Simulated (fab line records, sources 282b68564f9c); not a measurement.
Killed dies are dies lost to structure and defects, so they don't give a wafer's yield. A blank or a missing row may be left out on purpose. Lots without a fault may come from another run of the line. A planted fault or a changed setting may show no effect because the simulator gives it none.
A struck lot beside a sound one | flow rit_cmos | 43 steps out of a route of 202
Sound: wafers L797.1, L797.3, L797.6. Struck: wafers L809.1, L809.2, L809.3. The cause comes at the end.
At each step with rows: each side's tool, then ch and its chambers, then its first start. Under that, the readings that differ: sound wafers | struck wafers | difference of the means | sigmas: that difference in standard deviations of wafers without a fault.
alike: readings whose means differ by less than 2 such deviations, and words and numbers that are the same on both sides. not compared: withheld readings, readings that some wafer has no value for, bounds like >300 that may hide the same value, and numbers for which the record gives no deviation and whose values overlap.
The two part at a step that has a row with sigmas, a row that says differs or no value, or rows on one side only. Numbers that don't overlap but have no deviation are shown without sigmas and don't part them. A reading that every wafer of one side lacks parts them only if that side has two wafers or more.

first, 2 steps without rows for these wafers: RIT_SPACER_CLEAN_02 (cleans in SC2, time 600 s); RIT_SPACER_CVD_03 (deposits Si3N4 from SiH2Cl2/NH3, target thk 250 nm, time 3300 s).
RIT_SPACER_THK_MEAS_04:
  sound on film_metro-01, day 4 09:32; struck on film_metro-04, day 6 11:07
  alike: SPACER_NITRIDE_THK
RIT_SPACER_ETCHBACK_05: etches Si3N4 in SF6/CHF3, stops on SiO2, target depth 250 nm, time 240 s.
  sound on rie_diel-04 ch 0,1, day 4 09:35; struck on rie_diel-01 ch 0,2,3, day 6 11:11
  alike: drypump_motor_current_A, oes_product_au, throttle_valve_pct
  not compared: rf_hours_counter_h
then, 6 steps without rows for these wafers: RIT_NSD_HMDS_00 (prime time 60 s); RIT_NSD_COAT_01 (resist thk 1000 nm); RIT_NSD_SOFTBAKE_02 (time 60 s); RIT_NSD_EXPOSE_03 (exposes mask M9, target cd 40700 nm); RIT_NSD_PEB_04; RIT_NSD_DEVELOP_05 (develop time 50 s).
RIT_NSD_OVL_MEAS_06:
  sound on overlay-01, day 4 10:43; struck on overlay-01, day 6 12:11
  alike: NSD_OVL
then, 1 step without rows for these wafers: RIT_NSD_HARDBAKE_07 (time 60 s).
RIT_NSD_IMPLANT_08:
  sound on implanter-03 ch 0, day 4 10:54; struck on implanter-03 ch 0, day 6 12:22
  alike: beam_energy_keV
RIT_NSD_STRIP_09: strips in O2, time 180 s.
  sound on plasma_asher-02 ch 0,1, day 4 11:03; struck on plasma_asher-02 ch 0,1, day 6 12:31
  alike: drypump_motor_current_A
  not compared: rf_hours_counter_h
RIT_NSD_TW_MEAS_10:
  sound on film_metro-02, day 4 11:13; struck on film_metro-02, day 6 12:41
  alike: NSD_TW
then, 6 steps without rows for these wafers: RIT_PSD_HMDS_00 (prime time 60 s); RIT_PSD_COAT_01 (resist thk 1000 nm); RIT_PSD_SOFTBAKE_02 (time 60 s); RIT_PSD_EXPOSE_03 (exposes mask M10, target cd 40900 nm); RIT_PSD_PEB_04; RIT_PSD_DEVELOP_05 (develop time 50 s).
RIT_PSD_OVL_MEAS_06:
  sound on overlay-01, day 4 12:22; struck on overlay-01, day 6 13:44
  alike: PSD_OVL
then, 2 steps without rows for these wafers: RIT_PSD_HARDBAKE_07 (time 60 s); RIT_PSD_IMPLANT_08.
RIT_PSD_STRIP_09: strips in O2, time 180 s.
  sound on plasma_asher-01 ch 0,1, day 4 12:42; struck on plasma_asher-01 ch 0,1, day 6 14:04
  alike: drypump_motor_current_A
  not compared: rf_hours_counter_h
RIT_PSD_TW_MEAS_10:
  sound on film_metro-01, day 4 12:52; struck on film_metro-03, day 6 14:14
  reading | sound          | struck         | difference | sigmas
  PSD_TW  | 3384 3394 3381 | 3424 3426 3436 | +42        | +2
then, 3 steps without rows for these wafers: RIT_SDANNEAL_CLEAN_00 (cleans in SC1, time 600 s); RIT_SDANNEAL_CLEAN_01 (cleans in dHF, time 30 s); RIT_SDANNEAL_CLEAN_02 (cleans in SC2, time 600 s).
RIT_SDANNEAL_RTA_03: time 5 s.
  sound on rtp_anneal-02 ch 0, day 4 13:18; struck on rtp_anneal-02 ch 0, day 6 14:41
  alike: chamber_o2_ppm, wafer_temp_C_max
RIT_SDANNEAL_RS_MEAS_04: measures by four-point-probe.
  sound on film_metro-01, day 4 13:25; struck on film_metro-02, day 6 14:49
  alike: PSD_RS
RIT_SDANNEAL_RS_MEAS_05: measures by four-point-probe.
  sound on film_metro-01, day 4 13:32; struck on film_metro-02, day 6 14:56
  reading         | sound          | struck         | difference | sigmas
  NSD_RS (ohm/sq) | 84.8 85.0 85.1 | 84.2 84.1 84.5 | -0.7       | -2
RIT_SDANNEAL_RS_MEAS_06: measures by four-point-probe.
  sound on film_metro-01, day 4 13:40; struck on film_metro-02, day 6 15:03
  alike: PLDD_RS
RIT_SDANNEAL_RS_MEAS_07: measures by four-point-probe.
  sound on film_metro-01, day 4 13:47; struck on film_metro-02, day 6 15:10
  reading          | sound             | struck            | difference | sigmas
  NLDD_RS (ohm/sq) | 152.7 152.7 152.6 | 150.9 150.4 150.9 | -1.9       | -3
then, 2 steps without rows for these wafers: RIT_SILICIDE_WET_ETCH_00 (etches SiO2 in BOE, target depth 14 nm, time 15 s); RIT_SILICIDE_SPUTTER_01 (material Ti, target thk 30 nm, time 240 s).
RIT_SILICIDE_RS_MEAS_02: measures by four-point-probe.
  sound on film_metro-03, day 4 14:04; struck on film_metro-04, day 6 15:27
  alike: SILICIDE_TI_RS
RIT_SILICIDE_THK_MEAS_03: measures by xrf.
  sound on film_metro-03, day 4 14:11; struck on film_metro-04, day 6 15:34
  alike: SILICIDE_TI_THK
then, 2 steps without rows for these wafers: RIT_SILICIDE_RTA_04 (time 10 s, ramp up 5 s, ramp down 5 s); RIT_SILICIDE_WET_ETCH_05 (etches Ti in SPM, time 120 s).
RIT_SILICIDE_RTA_06: time 10 s, ramp up 5 s, ramp down 10 s.
  sound on rtp_anneal-02 ch 0, day 4 14:21; struck on rtp_anneal-02 ch 0, day 6 15:44
  alike: chamber_o2_ppm, wafer_temp_C_max
then, 1 step without rows for these wafers: RIT_CONTACT_CVD_00 (deposits SiO2 from TEOS, target thk 400 nm, time 61 s).
RIT_M1_PROBE_99:
  sound on prober-01, day 4 20:54; struck on prober-01, day 6 22:41
  reading                                            | sound                | struck               | difference | sigmas
  model.etest.antenna_poly.gate_log10_a_cm2          | -6.17 -6.402 -6.36   | -3.767 -3.896 -3.886 | +2.461     |
  model.etest.nmos_0p15.gate_log10_a_cm2             | -5.378 -5.525 -5.685 | -3.761 -3.861 -4.002 | +1.655     |
  model.etest.gate_to_diffusion_comb.leak_log10_a_um | -12.27 -12.28 -12.41 | -10.88 -10.97 -11.01 | +1.37      |
  model.etest.nmos_0p15.gate_bv_v (V)                | 4.804 4.774 4.81     | 3.887 3.9 3.91       | -0.897     |
  model.etest.nmos_0p3.bv_v (V)                      | 5.493 5.477 5.495    | 4.924 4.923 4.934    | -0.561     |
  model.etest.nmos_0p15.bv_v (V)                     | 5.493 5.477 5.495    | 4.924 4.923 4.934    | -0.561     |
  alike: killed_at_contacts, killed_at_front_end, killed_dies, killed_open, killed_short
  not compared: model.etest.nmos_0p15.drive_ua_um_rim_less_centre, model.etest.nmos_0p15.drive_ua_um_range

WHERE THEY PART
First at RIT_PSD_TW_MEAS_10; last, within this record, at RIT_SDANNEAL_RS_MEAS_07. Later steps at which nothing parts them and some readings are alike: RIT_SILICIDE_RS_MEAS_02, RIT_SILICIDE_THK_MEAS_03, RIT_SILICIDE_RTA_06, RIT_M1_PROBE_99.

WHY: what the simulator had put in
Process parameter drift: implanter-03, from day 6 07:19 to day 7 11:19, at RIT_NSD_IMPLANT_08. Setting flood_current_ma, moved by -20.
